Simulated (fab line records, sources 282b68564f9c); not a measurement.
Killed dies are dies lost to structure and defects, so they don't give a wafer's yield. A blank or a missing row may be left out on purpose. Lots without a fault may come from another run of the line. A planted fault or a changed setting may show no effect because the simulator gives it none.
Tool commonality check | flow rit_cmos | 13 lots, 39 wafers sampled

WHY IT WAS OPENED
At RIT_SPACER_THK_MEAS_04 the reading SPACER_NITRIDE_THK is flagged on 1 of 13 lots. Wafers without a fault read 250.5 nm, standard deviation 2.5.
Rule: a lot is flagged when every wafer of it that has a number lies more than 4 standard deviations from that mean, or none has a number. The other lots count as sound.

lot  | measured    | on            | SPACER_NITRIDE_THK (nm), wafer by wafer | flag
L288 | day 3 02:32 | film_metro-04 | 254.5 254.1 254.9                       |
L289 | day 3 09:32 | film_metro-01 | 250.1 249.7 248.3                       |
L291 | day 3 16:20 | film_metro-04 | 249.3 247.4 248.2                       |
L292 | day 4 05:27 | film_metro-01 | 248.7 251.3 249.0                       |
L294 | day 4 11:14 | film_metro-04 | 249.2 246.9 250.2                       |
L295 | day 4 15:09 | film_metro-04 | 251.2 250.6 250.9                       |
L296 | day 5 01:02 | film_metro-01 | 251.5 252.9 251.7                       |
L298 | day 5 07:02 | film_metro-03 | 254.8 257.2 253.0                       |
L299 | day 5 11:34 | film_metro-01 | 249.7 249.5 248.5                       |
L301 | day 5 21:01 | film_metro-03 | 253.4 255.1 250.8                       |
L307 | day 7 03:58 | film_metro-01 | 420.1 421.9 419.5                       | FLAGGED
L308 | day 7 09:51 | film_metro-03 | 250.4 252.7 251.3                       |
L310 | day 7 22:58 | film_metro-01 | 251.4 254.7 252.5                       |
The numbers of the flagged lots are 420.5 nm on average: +170.0 nm against the usual, or +68 standard deviations.

WHICH TOOL RAN EACH LOT
The record holds 1 process step before the reading, out of a route of 202 steps. In each cell: the tool, then ch and the chambers that the sampled wafers went through, then the start.
lot  | flag    | RIT_SPACER_CVD_03
L288 |         | lpcvd-01 ch 0, day 3 00:36
L289 |         | lpcvd-01 ch 0, day 3 07:37
L291 |         | lpcvd-01 ch 1, day 3 14:25
L292 |         | lpcvd-02 ch 1, day 4 02:35
L294 |         | lpcvd-01 ch 1, day 4 09:19
L295 |         | lpcvd-02 ch 1, day 4 13:13
L296 |         | lpcvd-01 ch 0, day 4 22:09
L298 |         | lpcvd-02 ch 1, day 5 05:08
L299 |         | lpcvd-02 ch 1, day 5 09:38
L301 |         | lpcvd-02 ch 0, day 5 19:05
L307 | FLAGGED | lpcvd-01 ch 1, day 7 02:03
L308 |         | lpcvd-02 ch 0, day 7 07:56
L310 |         | lpcvd-02 ch 1, day 7 21:04
What these steps do:
- RIT_SPACER_CVD_03: deposits Si3N4 from SiH2Cl2/NH3, target thk 250 nm, time 3300 s.
- RIT_SPACER_THK_MEAS_04

FLAGGED OVER TOTAL, TOOL BY TOOL (the gauges that took the reading come last)
step                   | tool          | lots run | flagged | share of the flagged lots | sound lots run after its first flagged lot
RIT_SPACER_CVD_03      | lpcvd-01      | 6        | 1       | all                       | 0
RIT_SPACER_CVD_03      | lpcvd-02      | 7        | 0       | none                      | -
RIT_SPACER_THK_MEAS_04 | film_metro-01 | 6        | 1       | all                       | 1 (L310)
RIT_SPACER_THK_MEAS_04 | film_metro-03 | 3        | 0       | none                      | -
RIT_SPACER_THK_MEAS_04 | film_metro-04 | 4        | 0       | none                      | -

WHAT THE TABLE ALLOWS
2 rows of the table ran every flagged lot: lpcvd-01 at RIT_SPACER_CVD_03, film_metro-01 at RIT_SPACER_THK_MEAS_04.
- lpcvd-01 at RIT_SPACER_CVD_03: 1 of its 6 lots flagged. Its last sound lot is L296 (day 4 22:09), its first flagged lot L307 (day 7 02:03): a fault that began between those two fits. Its own readings lie more than 4 standard deviations out on every wafer of the flagged lots: spike_tc_centre_C, spike_tc_load_C, spike_tc_source_C, susceptor_temp_C.
- film_metro-01 at RIT_SPACER_THK_MEAS_04: 1 of its 6 lots flagged. Sound lots ran on it after the first flagged one (L310), which a lasting fault on the whole tool wouldn't allow.
One tool is left: lpcvd-01 at RIT_SPACER_CVD_03.

WHAT THE SIMULATOR HAD PUT IN
Process parameter drift: lpcvd-01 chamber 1, from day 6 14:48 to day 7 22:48, at RIT_SPACER_CVD_03. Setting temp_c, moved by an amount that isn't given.
Lots struck among those shown: L307. The rule above found the same.
